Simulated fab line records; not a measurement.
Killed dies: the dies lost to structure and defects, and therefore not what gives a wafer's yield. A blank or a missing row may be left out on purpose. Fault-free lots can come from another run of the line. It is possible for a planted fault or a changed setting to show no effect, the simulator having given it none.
Shared-tool check -- flow rit cmos -- Sample size 14 lots and 48 wafers

== REASON IT WAS OPENED ==
At RIT_SDANNEAL_RS_MEAS_04 the reading PSD_RS is flagged on 2 of 14 lots. Fault-free wafers read 115.9 ohm/sq, with a standard deviation of 0.31.
Rule: a lot gets a flag if all its wafers with a number sit over 4 standard deviations from that mean, or if no wafer of it has a number. As for the other lots, they are considered sound.

lot,measured,on,"PSD_RS (ohm/sq), wafer by wafer",flag
L346,day 3 08:26,film metro-01,116.2 116.3 116.3,
L348,day 3 17:04,film metro-02,115.6 115.7 116.0,
L347,day 3 17:48,film metro-01,116.2 116.4 115.8,
L349,day 4 05:04,film metro-01,116.1 116.0 116.1,
L350,day 4 11:31,film metro-03,115.7 115.8 115.9,
L351,day 4 14:13,film metro-03,115.4 115.7 115.8,
L352,day 4 14:28,film metro-02,116.0 115.6 115.8,
L353,day 5 06:01,film metro-02,115.9 116.1 116.0,
L354,day 5 08:50,film metro-02,115.6 115.5 115.8,
L355,day 5 11:49,film metro-03,121.4 121.5 121.1 121.5 121.5 121.2,FLAGGED
L357,day 5 22:38,film metro-02,121.5 121.6 121.7 121.5 121.7 121.3,FLAGGED
L364,day 7 12:11,film metro-03,115.4 115.6 115.5,
L368,day 8 09:26,film metro-01,116.3 115.9 116.1,
L369,day 8 21:27,film metro-02,115.7 115.9 115.6,
The numbers of the flagged lots are 121.5 ohm/sq on average: +5.6 ohm/sq against the usual, or +18 standard deviations.

== LOT BY LOT: THE TOOL USED ==
The record holds 3 process steps before the reading, out of a route of 202 steps. In each cell: the tool, then ch and the chambers that the sampled wafers went through, then the start.
lot,flag,RIT_PRETRO_STRIP_09,RIT_PSD_STRIP_09,RIT_SDANNEAL_RTA_03
L346,,"plasma asher-04 ch 0,1, day 2 11:52","plasma asher-02 ch 0,1, day 3 07:44","rtp anneal-02 ch 0, day 3 08:22"
L348,,"plasma asher-01 ch 0,1, day 2 21:08","plasma asher-04 ch 0,1, day 3 16:25","rtp anneal-01 ch 0, day 3 16:59"
L347,,"plasma asher-04 ch 0,1, day 2 18:34","plasma asher-03 ch 0,1, day 3 17:07","rtp anneal-02 ch 0, day 3 17:44"
L349,,"plasma asher-04 ch 0,1, day 3 00:32","plasma asher-04 ch 0,1, day 4 04:21","rtp anneal-01 ch 0, day 4 05:00"
L350,,"plasma asher-01 ch 0,1, day 3 08:46","plasma asher-02 ch 0,1, day 4 10:52","rtp anneal-02 ch 0, day 4 11:26"
L351,,"plasma asher-02 ch 0, day 3 13:38","plasma asher-02 ch 0,1, day 4 13:30","rtp anneal-01 ch 0, day 4 14:06"
L352,,"plasma asher-01 ch 0,1, day 3 17:31","plasma asher-03 ch 0,1, day 4 13:50","rtp anneal-02 ch 0, day 4 14:23"
L353,,"plasma asher-02 ch 0,1, day 4 04:11","plasma asher-03 ch 0,1, day 5 05:18","rtp anneal-01 ch 0, day 5 05:54"
L354,,"plasma asher-04 ch 0,1, day 4 08:14","plasma asher-04 ch 0,1, day 5 08:10","rtp anneal-02 ch 0, day 5 08:47"
L355,FLAGGED,"plasma asher-04 ch 0,1, day 4 12:01","plasma asher-03 ch 0,1, day 5 11:05","rtp anneal-01 ch 0, day 5 11:42"
L357,FLAGGED,"plasma asher-02 ch 0,1, day 4 20:07","plasma asher-02 ch 0,1, day 5 21:57","rtp anneal-01 ch 0, day 5 22:34"
L364,,"plasma asher-01 ch 0,1, day 6 07:13","plasma asher-02 ch 0,1, day 7 11:30","rtp anneal-02 ch 0, day 7 12:07"
L368,,"plasma asher-04 ch 1, day 7 08:34","plasma asher-04 ch 0,1, day 8 08:46","rtp anneal-02 ch 0, day 8 09:22"
L369,,"plasma asher-01 ch 1, day 7 17:17","plasma asher-02 ch 0,1, day 8 20:44","rtp anneal-01 ch 0, day 8 21:23"
These steps, and what they do:
- RIT_PRETRO_STRIP_09: strips in O2, time 180 s.
- RIT_PSD_STRIP_09: strips in O2, time 180 s.
- RIT_SDANNEAL_RTA_03: time 5 s.
- RIT_SDANNEAL_RS_MEAS_04: measures by four-point-probe.

== FLAGGED AGAINST TOTAL, ONE TOOL AT A TIME (gauges that did the reading follow at the end) ==
step,tool,lots run,flagged,share of the flagged lots,sound lots run after its first flagged lot
RIT_PRETRO_STRIP_09,plasma asher-01,5,0,none,-
RIT_PRETRO_STRIP_09,plasma asher-02,3,1,some,0
RIT_PRETRO_STRIP_09,plasma asher-04,6,1,some,1 (L368)
RIT_PSD_STRIP_09,plasma asher-02,6,1,some,"2 (L364,L369)"
RIT_PSD_STRIP_09,plasma asher-03,4,1,some,0
RIT_PSD_STRIP_09,plasma asher-04,4,0,none,-
RIT_SDANNEAL_RTA_03,rtp anneal-01,7,2,all,1 (L369)
RIT_SDANNEAL_RTA_03,rtp anneal-02,7,0,none,-
RIT_SDANNEAL_RS_MEAS_04,film metro-01,4,0,none,-
RIT_SDANNEAL_RS_MEAS_04,film metro-02,6,1,some,1 (L369)
RIT_SDANNEAL_RS_MEAS_04,film metro-03,4,1,some,1 (L364)

== THE TABLE: WHAT IT ALLOWS ==
Rows of the table that ran each flagged lot: 1, that is rtp anneal-01 at RIT_SDANNEAL_RTA_03.
- rtp anneal-01 at RIT_SDANNEAL_RTA_03: 2 of its 7 lots flagged. Lots that were sound ran on it after the first flagged one (L369); a persistent fault on the entire tool would not allow that. Its own readings lie more than 4 standard deviations out on every wafer of the flagged lots: wafer_temp_C_max.
No row of the table ran every flagged lot and no sound lot after the first.

== WHAT WAS PUT IN BY THE SIMULATOR ==
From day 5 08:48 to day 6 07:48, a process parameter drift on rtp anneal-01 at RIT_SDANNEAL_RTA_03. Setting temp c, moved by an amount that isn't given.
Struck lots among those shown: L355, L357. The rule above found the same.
